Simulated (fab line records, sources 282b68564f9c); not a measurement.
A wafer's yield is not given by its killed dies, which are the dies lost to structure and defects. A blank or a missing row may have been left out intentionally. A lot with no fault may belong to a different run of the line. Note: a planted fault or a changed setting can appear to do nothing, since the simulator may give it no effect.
Split-lot study | flow rit_cmos | 5 lots, 23 wafers read, on a route of 202 steps

## THE SPLIT ITSELF
At RIT_NWELL_IMPLANT_08, the setting dose_cm2 was moved away from the recipe's 5e+13 on 6 of the 23 wafers read, by -2.0% to +3.8%. This setting was run at the recipe's value on the other wafers.

## FROM THE SPLIT TO THE READING: what the file shows between them, 8 steps
- RIT_PWELL_SOFTBAKE_02: time 60 s (also split here: temp_c)
- RIT_PWELL_EXPOSE_03: exposes mask M3, target cd 43700 nm
- RIT_PWELL_PEB_04
- RIT_PWELL_DEVELOP_05: develop time 68 s
- RIT_PWELL_HARDBAKE_07: time 120 s (also split here: temp_c)
- RIT_PWELL_IMPLANT_08
- RIT_PWELL_STRIP_09: strips in O2, time 180 s
- RIT_WELLDRIVE_ANNEAL_00: time 14700 s

## THE READING
At RIT_WELLDRIVE_RS_MEAS_01, a four-point-probe measurement gives NWELL_RS in ohm/sq. A value of 275.7 ohm/sq with a standard deviation of 0.69 ohm/sq is what fault-free wafers of this fab line usually give.

wafer  | tool, chamber at the split | dose_cm2 as run | against the recipe | NWELL_RS, ohm/sq | against lot-mates on the recipe
L077.1 | implanter-02, 0            | 5e+13           | recipe             | 275.8            | -
L077.4 | implanter-02, 0            | 5e+13           | recipe             | 275.5            | -
L077.6 | implanter-02, 0            | 5e+13           | recipe             | 275.5            | -
L078.2 | implanter-02, 0            | 5.188e+13       | +3.8%              | 269.6            | -6.4
L078.3 | implanter-02, 0            | 5e+13           | recipe             | 276.3            | -
L078.4 | implanter-02, 0            | 5e+13           | recipe             | 275.7            | -
L078.5 | implanter-02, 0            | 5.188e+13       | +3.8%              | 270.4            | -5.6
L078.6 | implanter-02, 0            | 5.188e+13       | +3.8%              | 269.5            | -6.5
L080.2 | implanter-02, 0            | 5e+13           | recipe             | 276.2            | -
L080.3 | implanter-02, 0            | 5e+13           | recipe             | 275.2            | -
L080.4 | implanter-02, 0            | 5e+13           | recipe             | 276.0            | -
L080.5 | implanter-02, 0            | 5e+13           | recipe             | 276.1            | -
L080.6 | implanter-02, 0            | 5e+13           | recipe             | 275.2            | -
L081.1 | implanter-01, 0            | 4.899e+13       | -2.0%              | 279.9            | +3.5
L081.2 | implanter-01, 0            | 4.899e+13       | -2.0%              | 279.8            | +3.4
L081.3 | implanter-01, 0            | 4.899e+13       | -2.0%              | 280.0            | +3.6
L081.4 | implanter-01, 0            | 5e+13           | recipe             | 276.0            | -
L081.5 | implanter-01, 0            | 5e+13           | recipe             | 276.7            | -
L083.1 | implanter-04, 0            | 5e+13           | recipe             | 275.4            | -
L083.2 | implanter-04, 0            | 5e+13           | recipe             | 275.5            | -
L083.3 | implanter-04, 0            | 5e+13           | recipe             | 275.3            | -
L083.4 | implanter-04, 0            | 5e+13           | recipe             | 275.4            | -
L083.5 | implanter-04, 0            | 5e+13           | recipe             | 276.7            | -

THE FIT
A straight line over all 23 wafers: NWELL_RS changes by -1.7 ohm/sq for each +1% of dose_cm2; r = -0.98; the points scatter about the line by 0.52 ohm/sq.
The same after taking each lot's own level away (the mean of its wafers on the recipe; 23 wafers): -1.67 ohm/sq for each +1%; r = -0.99; scatter 0.41 ohm/sq.
According to that fit, moving dose_cm2 by its largest amount changes the reading by 6.3 ohm/sq.
From 275.60 to 276.35 ohm/sq: that is the span of the lots' own levels, equal to 1.1 times the standard deviation above.
Hence the lot-to-lot level has little effect on the slope; both slopes agree.
Check: -6.18 ohm/sq against its lot-mates is what the line predicts for one of the wafers moved furthest among these (+3.8%) when that wafer is left out of the fit. Against them it came out at -6.4 ohm/sq.

## OTHER SPLITS ON THESE WAFERS
Before the reading, these wafers also passed through other splits. Each is held against what the fit with the lots' levels taken away leaves over:
other split on the same wafers      | wafers away from the commonest value | r with NWELL_RS (lot level and that fit taken away)
RIT_ACTIVE_CVD_03 sih2cl2_flow_sccm | 18                                   | +0.09
RIT_NWELL_COAT_01 spin_rpm          | 9                                    | +0.13
RIT_PWELL_SOFTBAKE_02 temp_c        | 12                                   | +0.13
RIT_PWELL_HARDBAKE_07 temp_c        | 6                                    | -0.06

## THE FILE'S OWN FIT
NWELL_RS changes by -1.65 ohm/sq for each +1% of dose_cm2, r = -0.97.
